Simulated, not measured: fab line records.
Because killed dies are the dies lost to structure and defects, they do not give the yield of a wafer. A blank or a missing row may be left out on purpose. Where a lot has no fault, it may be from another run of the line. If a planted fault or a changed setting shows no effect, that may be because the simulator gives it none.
fab line records + flow rit_cmos
record:
- lots: 15
- wafers: 45
- last_day: 7
route steps=202 shown PLDD@122 M1@202
lots that met no fault: taken from a fault-free run of the same line
start_h: start of the lot's first displayed wafer, in hours after the record's first day + wait_h: how many hours have passed since the lot's step before this one + " unchanged from the row above + L1.1+2: one row covering several wafers at once + - no value, or no start was given + * or withheld: withheld + < > ~ a bound
route shown NAME@n: names a module that has steps shown in the file, with the first one's number in the route + usual: mean/standard deviation taken from wafers without a fault + same: alike in all rows + chamber/n: place in a boat + sites: each site's reading + _std_site: how widely they spread, as a standard deviation + _edge_site: outer sites' mean less inner sites' + radius_mm: how far each site lies from the wafer's centre + mask NAME#n: copy n + behind: tool/chamber where the wafer was last shaped + hold: why the lot went on hold/how many hours it stayed there/how the hold came to an end + device: names the non-switching transistor (n, p or np) + end of line: the route-end tests of the same wafers + for a step that has no rows: nothing shown but its recipe + killed: not the wafer's yield, but the dies lost to structure and defects at the first sort + map: the dies of a wafer, with x for killed, . for not killed, _ for no die there
set.NAME: the run value of the setting; set.NAME@STEP: its run value at that earlier step + model.NAME: the simulator's own value behind a step, which no gauge read
one table for each step of the route and one row for each wafer, over a sample of lots
services: from which hour (start_h, from the record's first day; less than 0 if before it) a tool's chamber was out of use, for how many hours, and why
== steps ==
step: RIT_PLDD_IMPLANT_08
recipe:
- species: BF2
- energy_kev: 20
- dose_cm2: 9e+14
- tilt_deg: 7
usual:
- end_station_pressure_torr: 7.3e-06/4.2e-07
- tilt_deg: 6.998/0.018
| lot.wafer | tool         | chamber | start_h | wait_h | end_station_pressure_torr | tilt_deg |
|-----------|--------------|---------|---------|--------|---------------------------|----------|
| L169.2    | implanter-04 | 0       | 44.30   | 0.1    | 7.3e-06                   | 7.013    |
| L169.3    | "            | 0       | "       | "      | 7.9e-06                   | 6.982    |
| L169.6    | "            | 0       | "       | "      | 7.4e-06                   | 7.007    |
| L170.3    | implanter-04 | 0       | 49.67   | 0.1    | 7.3e-06                   | 6.968    |
| L170.5    | "            | 0       | "       | "      | 7.5e-06                   | 6.988    |
| L170.6    | "            | 0       | "       | "      | 7.9e-06                   | 6.983    |
| L171.2    | implanter-03 | 0       | 56.02   | 0.1    | 7.5e-06                   | 6.990    |
| L171.3    | "            | 0       | "       | "      | 7.6e-06                   | 7.017    |
| L171.5    | "            | 0       | "       | "      | 7.8e-06                   | 7.041    |
| L172.2    | implanter-01 | 0       | 58.73   | 0.1    | 7.6e-06                   | 6.984    |
| L172.3    | "            | 0       | "       | "      | 7.4e-06                   | 6.994    |
| L172.5    | "            | 0       | "       | "      | 7.1e-06                   | 6.974    |
| L173.1    | implanter-04 | 0       | 64.51   | 0.1    | 6.9e-06                   | 7.013    |
| L173.2    | "            | 0       | "       | "      | 7.4e-06                   | 6.994    |
| L173.5    | "            | 0       | "       | "      | 7e-06                     | 6.980    |
| L174.1    | implanter-03 | 0       | 68.71   | 0.1    | 7.5e-06                   | 6.995    |
| L174.5    | "            | 0       | "       | "      | 7.6e-06                   | 6.993    |
| L174.6    | "            | 0       | "       | "      | 6.7e-06                   | 6.988    |
| L176.4    | implanter-04 | 0       | 79.42   | 0.1    | 7.8e-06                   | 6.982    |
| L176.5    | "            | 0       | "       | "      | 7.3e-06                   | 7.015    |
| L176.6    | "            | 0       | "       | "      | 8.1e-06                   | 7.012    |
| L177.2    | implanter-04 | 0       | 83.88   | 0.1    | 7.1e-06                   | 7.754    |
| L177.5    | "            | 0       | "       | "      | 7.1e-06                   | 7.757    |
| L177.6    | "            | 0       | "       | "      | 7.5e-06                   | 7.761    |
| L178.1    | implanter-03 | 0       | 89.31   | 0.1    | 7.3e-06                   | 6.966    |
| L178.2    | "            | 0       | "       | "      | 7.7e-06                   | 6.988    |
| L178.4    | "            | 0       | "       | "      | 6.6e-06                   | 6.976    |
| L180.1    | implanter-04 | 0       | 99.11   | 0.1    | 7.6e-06                   | 7.783    |
| L180.2    | "            | 0       | "       | "      | 7.5e-06                   | 7.785    |
| L180.6    | "            | 0       | "       | "      | 7e-06                     | 7.762    |
| L181.1    | implanter-04 | 0       | 102.33  | 0.1    | 6.9e-06                   | 7.762    |
| L181.2    | "            | 0       | "       | "      | 7.6e-06                   | 7.790    |
| L181.5    | "            | 0       | "       | "      | 7.6e-06                   | 7.769    |
| L184.2    | implanter-03 | 0       | 117.41  | 0.1    | 8e-06                     | 7.013    |
| L184.3    | "            | 0       | "       | "      | 7.4e-06                   | 6.989    |
| L184.5    | "            | 0       | "       | "      | 7e-06                     | 7.015    |
| L187.2    | implanter-03 | 0       | 132.80  | 0.1    | 7.5e-06                   | 6.992    |
| L187.4    | "            | 0       | "       | "      | 7.4e-06                   | 7.008    |
| L187.6    | "            | 0       | "       | "      | 7.6e-06                   | 7.017    |
| L188.1    | implanter-03 | 0       | 137.37  | 0.1    | 7.4e-06                   | 6.998    |
| L188.3    | "            | 0       | "       | "      | 7.9e-06                   | 7.000    |
| L188.5    | "            | 0       | "       | "      | 7.4e-06                   | 7.019    |
| L189.1    | implanter-01 | 0       | 142.91  | 0.1    | 7.2e-06                   | 6.979    |
| L189.4    | "            | 0       | "       | "      | 7.4e-06                   | 7.000    |
| L189.5    | "            | 0       | "       | "      | 7.4e-06                   | 6.991    |
step: RIT_SDANNEAL_RS_MEAS_06
recipe:
- thk_meas_gauge: four-point-probe
usual:
- PLDD_RS: 178.9/0.47
| lot.wafer | tool          | chamber | start_h | wait_h | PLDD_RS[ohm/sq] |
|-----------|---------------|---------|---------|--------|-----------------|
| L169.2    | film_metro-02 | -       | 51.11   | 0.1    | 178.5           |
| L169.3    | "             | -       | "       | "      | 179.2           |
| L169.6    | "             | -       | "       | "      | 178.9           |
| L170.3    | film_metro-02 | -       | 56.13   | 0.1    | 179.4           |
| L170.5    | "             | -       | "       | "      | 179.0           |
| L170.6    | "             | -       | "       | "      | 178.8           |
| L171.2    | film_metro-02 | -       | 62.74   | 0.1    | 179.3           |
| L171.3    | "             | -       | "       | "      | 179.1           |
| L171.5    | "             | -       | "       | "      | 179.6           |
| L172.2    | film_metro-04 | -       | 66.41   | 0.1    | 179.0           |
| L172.3    | "             | -       | "       | "      | 179.1           |
| L172.5    | "             | -       | "       | "      | 179.5           |
| L173.1    | film_metro-04 | -       | 71.25   | 0.1    | 178.6           |
| L173.2    | "             | -       | "       | "      | 178.6           |
| L173.5    | "             | -       | "       | "      | 178.5           |
| L174.1    | film_metro-03 | -       | 75.22   | 0.1    | 178.6           |
| L174.5    | "             | -       | "       | "      | 178.8           |
| L174.6    | "             | -       | "       | "      | 178.2           |
| L176.4    | film_metro-04 | -       | 85.92   | 0.1    | 179.8           |
| L176.5    | "             | -       | "       | "      | 179.7           |
| L176.6    | "             | -       | "       | "      | 180.3           |
| L177.2    | film_metro-04 | -       | 90.53   | 0.1    | -               |
| L177.5    | "             | -       | "       | "      | -               |
| L177.6    | "             | -       | "       | "      | -               |
| L178.1    | film_metro-04 | -       | 95.97   | 0.1    | 179.5           |
| L178.2    | "             | -       | "       | "      | 179.6           |
| L178.4    | "             | -       | "       | "      | 179.8           |
| L180.1    | film_metro-04 | -       | 105.75  | 0.1    | -               |
| L180.2    | "             | -       | "       | "      | -               |
| L180.6    | "             | -       | "       | "      | -               |
| L181.1    | film_metro-04 | -       | 109.00  | 0.1    | -               |
| L181.2    | "             | -       | "       | "      | -               |
| L181.5    | "             | -       | "       | "      | -               |
| L184.2    | film_metro-02 | -       | 124.19  | 0.1    | 178.9           |
| L184.3    | "             | -       | "       | "      | 178.1           |
| L184.5    | "             | -       | "       | "      | 178.3           |
| L187.2    | film_metro-04 | -       | 139.72  | 0.1    | 178.9           |
| L187.4    | "             | -       | "       | "      | 178.7           |
| L187.6    | "             | -       | "       | "      | 179.1           |
| L188.1    | film_metro-04 | -       | 144.05  | 0.1    | 178.9           |
| L188.3    | "             | -       | "       | "      | 178.1           |
| L188.5    | "             | -       | "       | "      | 178.5           |
| L189.1    | film_metro-03 | -       | 149.47  | 0.1    | 179.1           |
| L189.4    | "             | -       | "       | "      | 178.9           |
| L189.5    | "             | -       | "       | "      | 178.6           |
step: RIT_M1_PROBE_99
usual:
- killed_at_M0_to_M3: 0.0/0.12
- killed_at_front_end: 7/3.1
- killed_dies: 7/3.1
- killed_on_rim: 1.9/1.3
- killed_open: 3.4/2.1
- killed_short: 3.5/2
same:
- gross_dies: 264
- killed_at_M4_up: 0
- killed_at_back_side: 0
- killed_at_contacts: 0
- killed_at_other: 0
| lot.wafer | tool      | chamber | start_h | wait_h | killed_at_M0_to_M3 | killed_at_front_end | killed_dies | killed_on_rim | killed_open | killed_short |
|-----------|-----------|---------|---------|--------|--------------------|---------------------|-------------|---------------|-------------|--------------|
| L181.1    | prober-02 | -       | 116.26  | 0.1    | 0                  | 6                   | 6           | 0             | 4           | 2            |
| L181.2    | prober-02 | -       | 116.31  | 0.1    | 0                  | 4                   | 4           | 3             | 1           | 3            |
| L181.5    | prober-02 | -       | 116.46  | 0.2    | 0                  | 5                   | 5           | 1             | 4           | 1            |
| L184.2    | prober-02 | -       | 131.51  | 0.1    | 1                  | 6                   | 7           | 2             | 3           | 4            |
| L184.3    | prober-02 | -       | 131.56  | 0.2    | 0                  | 2                   | 2           | 1             | 1           | 1            |
| L184.5    | prober-02 | -       | 131.66  | 0.2    | 0                  | 10                  | 10          | 3             | 6           | 4            |
| L187.2    | prober-01 | -       | 147.08  | 0.1    | 0                  | 10                  | 10          | 4             | 6           | 4            |
| L187.4    | prober-01 | -       | 147.18  | 0.2    | 0                  | 5                   | 5           | 1             | 3           | 2            |
| L187.6    | prober-01 | -       | 147.28  | 0.2    | 0                  | 4                   | 4           | 1             | 2           | 2            |
| L189.1    | prober-01 | -       | 156.46  | 0.1    | 0                  | 9                   | 9           | 2             | 8           | 1            |
| L189.4    | prober-01 | -       | 156.61  | 0.2    | 0                  | 11                  | 11          | 3             | 5           | 6            |
| L189.5    | prober-01 | -       | 156.66  | 0.2    | 0                  | 5                   | 5           | 3             | 1           | 4            |
killed by level:class
L181.1 GATE:geometric_particle:open=3 FOX1:geometric_particle:short=1 FOX2:geometric_particle:open=1 GATE:geometric_particle:short=1
L181.2 FOX1:geometric_particle:short=2 GATE:geometric_particle:short=1 SPACER:geometric_particle:open=1
L181.5 SPACER:geometric_particle:open=2 FOX1:geometric_particle:open=1 GATE:geometric_particle:open=1 REOX:geometric_particle:short=1
L184.2 ACTIVE:geometric_particle:short=1 FOX1:geometric_particle:open=1 GATE:geometric_particle:short=1 GATE:geometric_particle:open=1 REOX:geometric_particle:short=1 SILICIDE:geometric_particle:short=1 M1:geometric_particle:open=1
L184.3 GATE:geometric_particle:short=1 GATE:geometric_particle:open=1
L184.5 GATE:geometric_particle:short=4 GATE:geometric_particle:open=3 FOX1:geometric_particle:open=2 FOX2:geometric_particle:open=1
L187.2 FOX1:geometric_particle:short=2 REOX:geometric_particle:open=2 SILICIDE:geometric_particle:open=2 FOX1:geometric_particle:open=1 FOX2:geometric_particle:short=1 GATE:geometric_particle:open=1 REOX:geometric_particle:short=1
L187.4 GATE:geometric_particle:open=2 FOX1:geometric_particle:short=1 GATE:geometric_particle:short=1 SPACER:geometric_particle:open=1
L187.6 GATE:geometric_particle:short=2 GATE:geometric_particle:open=1 SPACER:geometric_particle:open=1
L189.1 GATE:geometric_particle:open=6 FOX1:geometric_particle:short=1 REOX:geometric_particle:open=1 SPACER:geometric_particle:open=1
L189.4 GATE:geometric_particle:short=4 GATE:geometric_particle:open=4 FOX1:geometric_particle:short=1 FOX2:geometric_particle:short=1 REOX:geometric_particle:open=1
L189.5 GATE:geometric_particle:short=3 SPACER:geometric_particle:open=1 SPACER:geometric_particle:short=1
== services ==
| tool         | chamber | start_h | hours | kind   |
|--------------|---------|---------|-------|--------|
| implanter-03 | -       | 44.16   | 9.5   | repair |
| implanter-04 | -       | 65.94   | 1.4   | repair |
| implanter-01 | -       | 77.38   | 49.9  | pm     |
| implanter-04 | -       | 86.29   | 2.8   | repair |
| implanter-03 | -       | 126.30  | 4.0   | pm     |
== key ==
first_sign:
- step: RIT_PLDD_IMPLANT_08
- reading: tilt_deg
- direction: up
- sigmas: 42
- usual: 6.998
- struck: 7.769
effect:
- step: RIT_SDANNEAL_RS_MEAS_06
- reading: PLDD_RS
- direction: missing
met_at RIT_PLDD_IMPLANT_08
struck_lots L177,L180,L181
tester_left_out L177,L180,L181
onset_between 79.42 83.88
fault:
- kind: process_parameter_drift
- tool: implanter-04
- chamber: -
- onset_h: 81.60
- steps: RIT_PLDD_IMPLANT_08
- channel: tilt_deg
- offset: 0.77215
- shape: step
- end_h: 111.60
- acts_in: these_recipes_only
- stated: 7
tester_left_out: of these lots the tester's yield and bins aren't shown, on N5 and GAA mostly nor the transistor test; their killed dies are dies lost to structure and defects alone, not to doping, threshold or leakage, so they don't give the yield
